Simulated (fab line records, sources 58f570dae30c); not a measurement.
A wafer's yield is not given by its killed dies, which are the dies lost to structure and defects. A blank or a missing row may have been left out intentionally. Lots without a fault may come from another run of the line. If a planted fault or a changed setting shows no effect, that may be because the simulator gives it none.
The tool behind it: which one? :: flow berkeleyCmos170 :: 7 lots with 21 wafers sampled at 2 steps, on a route of 331 steps

== WHAT THE GAUGES READ, wafer by wafer ==
UCB170_V1_THK_MEAS_01.
lot: L315
measured: day 7 06:10
on: filmMetro-01
V1_TEOS_THK (nm): 1976 1966 1996

lot: L319
measured: day 8 01:38
on: filmMetro-02
V1_TEOS_THK (nm): 2009 2026 2045

lot: L321
measured: day 8 01:38
on: filmMetro-01
V1_TEOS_THK (nm): 1984 2020 1997

lot: L324
measured: day 9 01:16
on: filmMetro-01
V1_TEOS_THK (nm): 1989 2028 2023

lot: L326
measured: day 9 01:15
on: filmMetro-02
V1_TEOS_THK (nm): 1962 1974 2009

lot: L328
measured: day 9 05:24
on: filmMetro-01
V1_TEOS_THK (nm): 1999 2007 2041

lot: L336
measured: day 11 06:33
on: filmMetro-01
V1_TEOS_THK (nm): 3941 3990 4017

== WHAT TOOL EACH LOT RAN ON (gives the tool, then ch and the chambers of the sampled wafers, and finally the start) ==
lot: L315
UCB170_V1_CVD_00: pecvd-02 ch 0,1, day 7 05:55

lot: L319
UCB170_V1_CVD_00: pecvd-03 ch 1,2, day 8 01:28

lot: L321
UCB170_V1_CVD_00: pecvd-04 ch 0,2, day 8 01:28

lot: L324
UCB170_V1_CVD_00: pecvd-03 ch 1,2, day 9 01:05

lot: L326
UCB170_V1_CVD_00: pecvd-04 ch 0,1, day 9 01:05

lot: L328
UCB170_V1_CVD_00: pecvd-04 ch 0,1,2, day 9 05:12

lot: L336
UCB170_V1_CVD_00: pecvd-04 ch 0,1, day 11 06:02
- UCB170_V1_CVD_00: deposits SiO2 from TEOS/O2, target thk 2000 nm, time 250 s.

== THE ANSWER, worked out from the rows above alone ==
Rule: the usual values come from the lots themselves. The widest of any qualifying gaps counts: lots, ordered by their means at a reading, are off when they make up no more than a third of the lots, leave a main group of 4 or more, and stand apart from it by 3 or more times the standard deviation of that group's means. If all means in a main group match to the digits the tables above print for the reading, that group is not used. A lot without any number at a reading at which 4 lots or more have one is off too. Where the step has rows for the other lots, those lots are counted as sound.
Off: at UCB170_V1_THK_MEAS_01 (V1_TEOS_THK), L336. Main group: mean 2003 nm, sd 18.
If a tool, at a process step before that reading, ran all the lots that are off and no sound lot after the first of them, it fits. Those tools and the gauges at UCB170_V1_THK_MEAS_01 are tried in the same way. Can't be told from this: 2 tools fit, pecvd-04 at UCB170_V1_CVD_00, filmMetro-01 at UCB170_V1_THK_MEAS_01.

== WHAT THE SIMULATOR HAD INSERTED ==
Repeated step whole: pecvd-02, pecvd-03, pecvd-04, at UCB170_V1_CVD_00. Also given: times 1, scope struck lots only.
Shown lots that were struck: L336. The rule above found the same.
